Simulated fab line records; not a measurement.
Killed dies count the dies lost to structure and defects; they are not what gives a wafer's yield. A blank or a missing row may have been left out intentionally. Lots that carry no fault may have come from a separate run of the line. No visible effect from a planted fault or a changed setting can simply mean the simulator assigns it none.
Which tool was responsible?	flow berkeley-cmos170	42 wafers from 14 lots sampled at 4 of the route's 331 steps

## WHAT THE GAUGES SHOWED, per wafer
UCB170_NSD_OVL_MEAS_07.
lot	measured	on	NSD_OVL (nm)
L140	day 8 08:02	overlay-01	0 0 -9
L142	day 8 12:26	overlay-01	-7 -10 -8
L145	day 8 21:37	overlay-02	-1 0 -1
L143	day 8 21:46	overlay-01	1 1 -5
L144	day 8 22:01	overlay-02	-3 -6 -4
L146	day 8 22:18	overlay-01	-7 2 1
L149	day 9 10:58	overlay-01	-6 -8 -17
L150	day 9 23:58	overlay-01	2 -5 2
L153	day 10 11:28	overlay-01	2 -1 3
L155	day 10 20:02	overlay-01	3 -7 -4
L160	day 11 17:55	overlay-01	7 0 -1
L156	day 11 18:13	overlay-02	-3 -3 -2
L161	day 12 13:29	overlay-01	0 -5 -4
L162	day 13 00:23	overlay-02	-2 -1 -9

UCB170_V2_BOW_MEAS_03.
lot	measured	on	V2_BOW (um)
L140	day 9 04:50	film-metro-03	35 42 35
L142	day 9 10:47	film-metro-03	32 36 42
L145	day 9 17:55	film-metro-03	29 35 34
L143	day 9 16:35	film-metro-01	39 32 30
L144	day 9 19:29	film-metro-01	36 33 40
L146	day 9 19:35	film-metro-03	32 42 40
L149	day 10 10:41	film-metro-02	33 40 33
L150	day 10 21:52	film-metro-03	40 32 40
L153	day 11 07:38	film-metro-03	35 40 40
L155	day 11 16:19	film-metro-03	28 42 31
L160	day 12 11:52	film-metro-03	29 36 44
L156	day 12 15:35	film-metro-03	53 30 38
L161	day 13 09:15	film-metro-03	31 53 22
L162	day 13 21:26	film-metro-03	47 46 36

## EACH LOT AND THE TOOL THAT RAN IT (in order: tool; ch and the chambers of the sampled wafers; start)
lot	UCB170_NSD_STRIP_09	UCB170_M1_ETCH_11
L140	plasma-asher-02 ch 0, day 8 08:14	rie-diel-03 ch 0,1,2, day 8 19:30
L142	plasma-asher-02 ch 0, day 8 12:37	rie-diel-03 ch 1,2,3, day 9 01:44
L145	plasma-asher-03 ch 0,1, day 8 21:48	rie-diel-04 ch 0,3, day 9 09:26
L143	plasma-asher-04 ch 0,1, day 8 21:58	rie-diel-02 ch 1,2, day 9 09:09
L144	plasma-asher-02 ch 1, day 8 22:12	rie-diel-03 ch 0,3, day 9 10:53
L146	plasma-asher-03 ch 0,1, day 8 22:29	rie-diel-04 ch 0,1, day 9 11:09
L149	plasma-asher-04 ch 0,1, day 9 11:09	rie-diel-02 ch 1,2,3, day 10 01:41
L150	plasma-asher-04 ch 0,1, day 10 00:09	rie-diel-02 ch 1,2, day 10 09:58
L153	plasma-asher-02 ch 0, day 10 11:39	rie-diel-02 ch 1,2,3, day 10 22:32
L155	plasma-asher-02 ch 0,1, day 10 20:13	rie-diel-04 ch 0,3, day 11 07:29
L160	plasma-asher-02 ch 0,1, day 11 18:07	rie-diel-03 ch 0,2, day 12 02:13
L156	plasma-asher-02 ch 0, day 11 18:24	rie-diel-04 ch 0,3, day 12 03:29
L161	plasma-asher-03 ch 0,1, day 12 13:41	rie-diel-03 ch 0,1,3, day 13 01:28
L162	plasma-asher-04 ch 0,1, day 13 00:34	rie-diel-03 ch 1,3, day 13 11:12
- UCB170_NSD_STRIP_09: strips in O2.
- UCB170_M1_ETCH_11: etches BARC in N2/H2.

## WHAT THE TOOLS THEMSELVES READ (means of the sampled wafers that have a number; where no wafer has one, the mark that the record gives instead)
UCB170_NSD_STRIP_09.
lot	tool	drypump-motor-current-A (A)	oes-product-au (a.u.)	strip-time-to-endpoint-s (s)
L140	plasma-asher-02	6.1	0.535	35.89
L142	plasma-asher-02	6.1	0.533	35.75
L145	plasma-asher-03	5.3	0.533	35.74
L143	plasma-asher-04	5.8	0.535	35.84
L144	plasma-asher-02	5.3	0.533	35.95
L146	plasma-asher-03	5.3	0.534	35.76
L149	plasma-asher-04	5.8	0.535	35.79
L150	plasma-asher-04	5.9	0.532	35.64
L153	plasma-asher-02	6.2	0.532	35.81
L155	plasma-asher-02	5.9	0.537	35.72
L160	plasma-asher-02	5.6	0.534	35.88
L156	plasma-asher-02	6.1	0.532	35.78
L161	plasma-asher-03	5.3	0.531	35.73
L162	plasma-asher-04	5.8	0.532	35.72

UCB170_M1_ETCH_11.
lot	tool	drypump-motor-current-A (A)	oes-product-au (a.u.)	throttle-valve-pct (%)
L140	rie-diel-03	5.7	0.997	13.45
L142	rie-diel-03	5.7	0.992	13.37
L145	rie-diel-04	5.4	0.986	13.50
L143	rie-diel-02	6.1	0.997	13.38
L144	rie-diel-03	5.8	1.009	13.52
L146	rie-diel-04	5.7	0.979	13.35
L149	rie-diel-02	5.8	0.996	13.37
L150	rie-diel-02	6.1	0.993	13.38
L153	rie-diel-02	5.8	0.992	13.37
L155	rie-diel-04	5.4	0.987	13.49
L160	rie-diel-03	5.7	0.999	13.49
L156	rie-diel-04	5.4	0.968	13.51
L161	rie-diel-03	5.9	1.005	13.46
L162	rie-diel-03	5.9	1.002	13.38

## THE ANSWER, worked out from the rows above alone
Rule: the usual values come from the lots themselves. The widest of any qualifying gaps counts: lots, ordered by their means at a reading, are off when they make up no more than a third of the lots, leave a main group of 4 or more, and stand apart from it by 3 or more times the standard deviation of that group's means. If all means in a main group match to the digits the tables above print for the reading, that group is not used. A lot without any number at a reading at which 4 lots or more have one is off too. Where the step has rows for the other lots, those lots are counted as sound. After the gauges, taken in route order, come the tools' own readings; for these a lot's mean is taken, as printed above. At the first step where some lot is off, the reading lying furthest off is the one used; lots without a number count as furthest.
No lot is off on any of the readings shown, so nothing can be concluded from this.

## WHAT THE SIMULATOR HAD PUT IN
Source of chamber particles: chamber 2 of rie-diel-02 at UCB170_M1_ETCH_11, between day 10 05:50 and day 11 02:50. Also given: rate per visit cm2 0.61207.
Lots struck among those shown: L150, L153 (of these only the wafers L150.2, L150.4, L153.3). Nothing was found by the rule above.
